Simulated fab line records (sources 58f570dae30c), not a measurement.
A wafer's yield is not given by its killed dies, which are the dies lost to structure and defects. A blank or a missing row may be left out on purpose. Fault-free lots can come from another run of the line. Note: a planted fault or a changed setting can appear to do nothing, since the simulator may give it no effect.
Which tool is to blame? || flow berkeley cmos170 || 13 lots with 39 wafers sampled at 6 steps, on a route of 331 steps

== WHAT EACH GAUGE READ, for each wafer ==
UCB170_PWELL_THK_MEAS_06.
{"lot": "L871", "measured": "day 2 20:52", "on": "film metro-01", "PWELL_NITRIDE_THK (nm)": "213.8 215.2 214.1"}
{"lot": "L870", "measured": "day 2 20:53", "on": "film metro-03", "PWELL_NITRIDE_THK (nm)": "212.6 213.8 212.4"}
{"lot": "L872", "measured": "day 3 05:52", "on": "film metro-01", "PWELL_NITRIDE_THK (nm)": "219.0 220.7 218.6"}
{"lot": "L874", "measured": "day 3 21:24", "on": "film metro-01", "PWELL_NITRIDE_THK (nm)": "214.4 214.6 215.5"}
{"lot": "L883", "measured": "day 5 18:55", "on": "film metro-03", "PWELL_NITRIDE_THK (nm)": "216.3 216.3 215.5"}
{"lot": "L885", "measured": "day 6 03:31", "on": "film metro-04", "PWELL_NITRIDE_THK (nm)": "217.5 219.2 217.6"}
{"lot": "L886", "measured": "day 6 07:10", "on": "film metro-03", "PWELL_NITRIDE_THK (nm)": "210.1 211.3 209.1"}
{"lot": "L887", "measured": "day 6 14:20", "on": "film metro-04", "PWELL_NITRIDE_THK (nm)": "212.6 213.7 212.9"}
{"lot": "L889", "measured": "day 6 20:16", "on": "film metro-01", "PWELL_NITRIDE_THK (nm)": "218.9 221.3 218.9"}
{"lot": "L888", "measured": "day 6 20:17", "on": "film metro-03", "PWELL_NITRIDE_THK (nm)": "212.1 212.4 212.4"}
{"lot": "L890", "measured": "day 7 00:01", "on": "film metro-01", "PWELL_NITRIDE_THK (nm)": "217.8 217.0 216.4"}
{"lot": "L891", "measured": "day 7 13:24", "on": "film metro-03", "PWELL_NITRIDE_THK (nm)": "210.1 211.0 212.1"}
{"lot": "L893", "measured": "day 8 00:56", "on": "film metro-04", "PWELL_NITRIDE_THK (nm)": "216.7 216.7 215.7"}

UCB170_ACTIVE_THK_MEAS_06.
{"lot": "L871", "measured": "day 3 23:58", "on": "film metro-02", "ACTIVE_NITRIDE_THK (nm)": "224.0 223.3 223.9"}
{"lot": "L870", "measured": "day 3 23:56", "on": "film metro-02", "ACTIVE_NITRIDE_THK (nm)": "219.2 218.6 218.7"}
{"lot": "L872", "measured": "day 4 07:01", "on": "film metro-04", "ACTIVE_NITRIDE_THK (nm)": "221.3 221.6 220.0"}
{"lot": "L874", "measured": "day 4 22:34", "on": "film metro-03", "ACTIVE_NITRIDE_THK (nm)": "337.0 336.8 337.1"}
{"lot": "L883", "measured": "day 6 22:07", "on": "film metro-02", "ACTIVE_NITRIDE_THK (nm)": "217.6 218.9 218.9"}
{"lot": "L885", "measured": "day 7 11:30", "on": "film metro-04", "ACTIVE_NITRIDE_THK (nm)": "219.5 219.1 220.3"}
{"lot": "L886", "measured": "day 7 11:29", "on": "film metro-03", "ACTIVE_NITRIDE_THK (nm)": "218.6 218.1 220.5"}
{"lot": "L887", "measured": "day 7 20:29", "on": "film metro-02", "ACTIVE_NITRIDE_THK (nm)": "220.0 220.3 220.3"}
{"lot": "L889", "measured": "day 8 05:11", "on": "film metro-04", "ACTIVE_NITRIDE_THK (nm)": "217.8 216.8 217.7"}
{"lot": "L888", "measured": "day 8 02:16", "on": "film metro-04", "ACTIVE_NITRIDE_THK (nm)": "219.3 220.2 220.4"}
{"lot": "L890", "measured": "day 8 05:11", "on": "film metro-02", "ACTIVE_NITRIDE_THK (nm)": "222.1 219.0 220.8"}
{"lot": "L891", "measured": "day 8 19:16", "on": "film metro-04", "ACTIVE_NITRIDE_THK (nm)": "218.7 218.6 219.2"}
{"lot": "L893", "measured": "day 9 03:24", "on": "film metro-03", "ACTIVE_NITRIDE_THK (nm)": "219.2 219.3 219.7"}

UCB170_ACTIVE_CD_MEAS_90: the cd target is 1200 nm.
{"lot": "L871", "measured": "day 4 01:32", "on": "cd sem-01", "cd nm (nm)": "1199.9 1200.7 1200.6"}
{"lot": "L870", "measured": "day 4 01:20", "on": "cd sem-02", "cd nm (nm)": "1201.4 1202.2 1200.8"}
{"lot": "L872", "measured": "day 4 08:32", "on": "cd sem-01", "cd nm (nm)": "1200.3 1201.4 1201.0"}
{"lot": "L874", "measured": "day 4 23:50", "on": "cd sem-01", "cd nm (nm)": "1199.2 1198.9 1200.1"}
{"lot": "L883", "measured": "day 6 23:30", "on": "cd sem-01", "cd nm (nm)": "1196.9 1198.5 1196.8"}
{"lot": "L885", "measured": "day 7 12:58", "on": "cd sem-02", "cd nm (nm)": "1198.7 1199.2 1200.4"}
{"lot": "L886", "measured": "day 7 13:11", "on": "cd sem-02", "cd nm (nm)": "1194.9 1196.1 1195.4"}
{"lot": "L887", "measured": "day 7 21:46", "on": "cd sem-01", "cd nm (nm)": "1201.4 1201.6 1201.2"}
{"lot": "L889", "measured": "day 8 07:05", "on": "cd sem-01", "cd nm (nm)": "1203.0 1200.4 1200.3"}
{"lot": "L888", "measured": "day 8 03:40", "on": "cd sem-01", "cd nm (nm)": "1202.7 1202.6 1202.6"}
{"lot": "L890", "measured": "day 8 06:49", "on": "cd sem-02", "cd nm (nm)": "1202.3 1202.8 1200.8"}
{"lot": "L891", "measured": "day 8 20:39", "on": "cd sem-01", "cd nm (nm)": "1201.4 1201.5 1199.8"}
{"lot": "L893", "measured": "day 9 04:47", "on": "cd sem-02", "cd nm (nm)": "1201.3 1201.1 1202.0"}

== TOOL THAT RAN EACH LOT (tool first, then ch and the chambers of the sampled wafers, then the start) ==
{"lot": "L871", "UCB170_PWELL_STRIP_16": "plasma asher-02 ch 0,1, day 2 22:34", "UCB170_ACTIVE_CVD_05": "lpcvd-01 ch 0, day 3 21:59", "UCB170_ACTIVE_ETCH_15": "rie diel-01 ch 0,2,3, day 4 01:19"}
{"lot": "L870", "UCB170_PWELL_STRIP_16": "plasma asher-04 ch 0,1, day 2 22:51", "UCB170_ACTIVE_CVD_05": "lpcvd-01 ch 0, day 3 21:59", "UCB170_ACTIVE_ETCH_15": "rie diel-04 ch 1,2, day 4 01:05"}
{"lot": "L872", "UCB170_PWELL_STRIP_16": "plasma asher-04 ch 0,1, day 3 07:47", "UCB170_ACTIVE_CVD_05": "lpcvd-01 ch 0, day 4 05:05", "UCB170_ACTIVE_ETCH_15": "rie diel-04 ch 0,1,2, day 4 08:18"}
{"lot": "L874", "UCB170_PWELL_STRIP_16": "plasma asher-04 ch 0,1, day 3 22:59", "UCB170_ACTIVE_CVD_05": "lpcvd-01 ch 0, day 4 20:37", "UCB170_ACTIVE_ETCH_15": "rie diel-04 ch 2,3, day 4 23:36"}
{"lot": "L883", "UCB170_PWELL_STRIP_16": "plasma asher-04 ch 0,1, day 5 20:07", "UCB170_ACTIVE_CVD_05": "lpcvd-02 ch 1, day 6 20:12", "UCB170_ACTIVE_ETCH_15": "rie diel-04 ch 0,1,2, day 6 23:18"}
{"lot": "L885", "UCB170_PWELL_STRIP_16": "plasma asher-04 ch 0,1, day 6 06:09", "UCB170_ACTIVE_CVD_05": "lpcvd-02 ch 1, day 7 09:34", "UCB170_ACTIVE_ETCH_15": "rie diel-04 ch 2,3, day 7 12:42"}
{"lot": "L886", "UCB170_PWELL_STRIP_16": "plasma asher-02 ch 0,1, day 6 08:28", "UCB170_ACTIVE_CVD_05": "lpcvd-02 ch 1, day 7 09:34", "UCB170_ACTIVE_ETCH_15": "rie diel-03 ch 0,1,2, day 7 12:58"}
{"lot": "L887", "UCB170_PWELL_STRIP_16": "plasma asher-03 ch 0,1, day 6 15:38", "UCB170_ACTIVE_CVD_05": "lpcvd-01 ch 0, day 7 18:34", "UCB170_ACTIVE_ETCH_15": "rie diel-04 ch 0,2,3, day 7 21:32"}
{"lot": "L889", "UCB170_PWELL_STRIP_16": "plasma asher-04 ch 0,1, day 6 22:08", "UCB170_ACTIVE_CVD_05": "lpcvd-02 ch 1, day 8 03:16", "UCB170_ACTIVE_ETCH_15": "rie diel-01 ch 0,2,3, day 8 06:53"}
{"lot": "L888", "UCB170_PWELL_STRIP_16": "plasma asher-04 ch 0,1, day 6 21:53", "UCB170_ACTIVE_CVD_05": "lpcvd-01 ch 1, day 8 00:17", "UCB170_ACTIVE_ETCH_15": "rie diel-03 ch 0,2,3, day 8 03:25"}
{"lot": "L890", "UCB170_PWELL_STRIP_16": "plasma asher-04 ch 0,1, day 7 01:13", "UCB170_ACTIVE_CVD_05": "lpcvd-02 ch 0, day 8 03:16", "UCB170_ACTIVE_ETCH_15": "rie diel-03 ch 0,3, day 8 06:37"}
{"lot": "L891", "UCB170_PWELL_STRIP_16": "plasma asher-02 ch 0,1, day 7 15:25", "UCB170_ACTIVE_CVD_05": "lpcvd-02 ch 1, day 8 17:21", "UCB170_ACTIVE_ETCH_15": "rie diel-04 ch 0,1,3, day 8 20:27"}
{"lot": "L893", "UCB170_PWELL_STRIP_16": "plasma asher-04 ch 0,1, day 8 02:17", "UCB170_ACTIVE_CVD_05": "lpcvd-02 ch 0, day 9 01:28", "UCB170_ACTIVE_ETCH_15": "rie diel-03 ch 0,1, day 9 04:34"}
- UCB170_PWELL_STRIP_16: strips in O2.
- UCB170_ACTIVE_CVD_05: deposits Si3N4 from SiH2Cl2/NH3, target thk 220 nm, time 3300 s.
- UCB170_ACTIVE_ETCH_15: etches Si3N4 in CH3F/Ar/O2, stops on SiO2, target depth 242 nm, time 151 s.

== WHAT THE TOOLS THEMSELVES READ (means of the sampled wafers that have a number; where no wafer has one, the mark that the record gives instead) ==
UCB170_PWELL_STRIP_16.
{"lot": "L871", "tool": "plasma asher-02", "drypump motor current A (A)": 5.5, "o2 flow sccm (sccm)": 399.0, "oes product au (a.u.)": 0.721, "strip time to endpoint s (s)": 18.05}
{"lot": "L870", "tool": "plasma asher-04", "drypump motor current A (A)": 5.1, "o2 flow sccm (sccm)": 399.6, "oes product au (a.u.)": 0.722, "strip time to endpoint s (s)": 18.05}
{"lot": "L872", "tool": "plasma asher-04", "drypump motor current A (A)": 5.6, "o2 flow sccm (sccm)": 399.1, "oes product au (a.u.)": 0.719, "strip time to endpoint s (s)": 18.07}
{"lot": "L874", "tool": "plasma asher-04", "drypump motor current A (A)": 5.1, "o2 flow sccm (sccm)": 399.0, "oes product au (a.u.)": 0.722, "strip time to endpoint s (s)": 17.99}
{"lot": "L883", "tool": "plasma asher-04", "drypump motor current A (A)": 5.6, "o2 flow sccm (sccm)": 399.8, "oes product au (a.u.)": 0.721, "strip time to endpoint s (s)": 18.05}
{"lot": "L885", "tool": "plasma asher-04", "drypump motor current A (A)": 5.1, "o2 flow sccm (sccm)": 400.0, "oes product au (a.u.)": 0.725, "strip time to endpoint s (s)": 18.14}
{"lot": "L886", "tool": "plasma asher-02", "drypump motor current A (A)": 5.7, "o2 flow sccm (sccm)": 398.6, "oes product au (a.u.)": 0.722, "strip time to endpoint s (s)": 18.10}
{"lot": "L887", "tool": "plasma asher-03", "drypump motor current A (A)": 5.7, "o2 flow sccm (sccm)": 400.7, "oes product au (a.u.)": 0.724, "strip time to endpoint s (s)": 18.17}
{"lot": "L889", "tool": "plasma asher-04", "drypump motor current A (A)": 5.1, "o2 flow sccm (sccm)": 401.6, "oes product au (a.u.)": 0.720, "strip time to endpoint s (s)": 18.15}
{"lot": "L888", "tool": "plasma asher-04", "drypump motor current A (A)": 5.6, "o2 flow sccm (sccm)": 399.3, "oes product au (a.u.)": 0.719, "strip time to endpoint s (s)": 18.09}
{"lot": "L890", "tool": "plasma asher-04", "drypump motor current A (A)": 5.1, "o2 flow sccm (sccm)": 399.1, "oes product au (a.u.)": 0.721, "strip time to endpoint s (s)": 18.09}
{"lot": "L891", "tool": "plasma asher-02", "drypump motor current A (A)": 5.7, "o2 flow sccm (sccm)": 398.6, "oes product au (a.u.)": 0.717, "strip time to endpoint s (s)": 18.12}
{"lot": "L893", "tool": "plasma asher-04", "drypump motor current A (A)": 5.6, "o2 flow sccm (sccm)": 401.0, "oes product au (a.u.)": 0.724, "strip time to endpoint s (s)": 17.98}

UCB170_ACTIVE_CVD_05.
{"lot": "L871", "tool": "lpcvd-01", "spike tc centre C (C)": 802.8, "zone power source pct (%)": 23.3}
{"lot": "L870", "tool": "lpcvd-01", "spike tc centre C (C)": 802.6, "zone power source pct (%)": 23.1}
{"lot": "L872", "tool": "lpcvd-01", "spike tc centre C (C)": 802.2, "zone power source pct (%)": 23.3}
{"lot": "L874", "tool": "lpcvd-01", "spike tc centre C (C)": 801.8, "zone power source pct (%)": 23.2}
{"lot": "L883", "tool": "lpcvd-02", "spike tc centre C (C)": 804.4, "zone power source pct (%)": 21.5}
{"lot": "L885", "tool": "lpcvd-02", "spike tc centre C (C)": 805.2, "zone power source pct (%)": 21.5}
{"lot": "L886", "tool": "lpcvd-02", "spike tc centre C (C)": 803.5, "zone power source pct (%)": 21.6}
{"lot": "L887", "tool": "lpcvd-01", "spike tc centre C (C)": 801.8, "zone power source pct (%)": 23.1}
{"lot": "L889", "tool": "lpcvd-02", "spike tc centre C (C)": 803.8, "zone power source pct (%)": 21.4}
{"lot": "L888", "tool": "lpcvd-01", "spike tc centre C (C)": 804.2, "zone power source pct (%)": 20.4}
{"lot": "L890", "tool": "lpcvd-02", "spike tc centre C (C)": 801.2, "zone power source pct (%)": 19.2}
{"lot": "L891", "tool": "lpcvd-02", "spike tc centre C (C)": 803.3, "zone power source pct (%)": 21.7}
{"lot": "L893", "tool": "lpcvd-02", "spike tc centre C (C)": 801.9, "zone power source pct (%)": 19.2}

UCB170_ACTIVE_ETCH_15.
{"lot": "L871", "tool": "rie diel-01", "drypump motor current A (A)": 5.9, "oes product au (a.u.)": 0.958, "throttle valve pct (%)": 7.87}
{"lot": "L870", "tool": "rie diel-04", "drypump motor current A (A)": 5.6, "oes product au (a.u.)": 0.938, "throttle valve pct (%)": 8.18}
{"lot": "L872", "tool": "rie diel-04", "drypump motor current A (A)": 5.8, "oes product au (a.u.)": 0.945, "throttle valve pct (%)": 8.10}
{"lot": "L874", "tool": "rie diel-04", "drypump motor current A (A)": 5.4, "oes product au (a.u.)": 1.007, "throttle valve pct (%)": 8.15}
{"lot": "L883", "tool": "rie diel-04", "drypump motor current A (A)": 5.8, "oes product au (a.u.)": 0.941, "throttle valve pct (%)": 8.09}
{"lot": "L885", "tool": "rie diel-04", "drypump motor current A (A)": 5.2, "oes product au (a.u.)": 0.958, "throttle valve pct (%)": 8.10}
{"lot": "L886", "tool": "rie diel-03", "drypump motor current A (A)": 5.5, "oes product au (a.u.)": 0.952, "throttle valve pct (%)": 7.99}
{"lot": "L887", "tool": "rie diel-04", "drypump motor current A (A)": 5.6, "oes product au (a.u.)": 0.955, "throttle valve pct (%)": 8.06}
{"lot": "L889", "tool": "rie diel-01", "drypump motor current A (A)": 5.9, "oes product au (a.u.)": 0.944, "throttle valve pct (%)": 7.89}
{"lot": "L888", "tool": "rie diel-03", "drypump motor current A (A)": 5.6, "oes product au (a.u.)": 0.938, "throttle valve pct (%)": 7.97}
{"lot": "L890", "tool": "rie diel-03", "drypump motor current A (A)": 5.6, "oes product au (a.u.)": 0.945, "throttle valve pct (%)": 8.11}
{"lot": "L891", "tool": "rie diel-04", "drypump motor current A (A)": 5.7, "oes product au (a.u.)": 0.949, "throttle valve pct (%)": 8.04}
{"lot": "L893", "tool": "rie diel-03", "drypump motor current A (A)": 5.1, "oes product au (a.u.)": 0.944, "throttle valve pct (%)": 8.06}

== THE ANSWER, worked out from the rows above alone ==
Rule: usual is defined by the lots themselves. Put in order of their means at a reading, lots are off if they are a third of the lots or fewer, leave a main group of 4 or more, and stand apart from it by a gap of 3 or more times the standard deviation of the main group's means; of several such gaps the widest counts. A main group whose means are all the same, to the digits that the tables above print for the reading, isn't used. A lot without any number at a reading at which 4 lots or more have one is off too. Any other lot the step has rows for is counted as sound. First the gauges in route order, then the tools' own readings, where a lot's mean is used as printed above. The first step at which some lot is off is used, and at that step the reading that is off furthest; a lot without a number counts as furthest.
Off: at UCB170_ACTIVE_THK_MEAS_06 (ACTIVE_NITRIDE_THK), L874. For the main group the mean is 219.8 nm and the standard deviation 1.5.
If a tool, at a process step before that reading, ran all the lots that are off and no sound lot after the first of them, it fits. Not tried: the gauges at UCB170_ACTIVE_THK_MEAS_06; whatever is off there is also off at UCB170_ACTIVE_ETCH_15, on other tools, and gauge error can't account for it. No candidate that was tried fits.

== WHAT WAS PUT IN BY THE SIMULATOR ==
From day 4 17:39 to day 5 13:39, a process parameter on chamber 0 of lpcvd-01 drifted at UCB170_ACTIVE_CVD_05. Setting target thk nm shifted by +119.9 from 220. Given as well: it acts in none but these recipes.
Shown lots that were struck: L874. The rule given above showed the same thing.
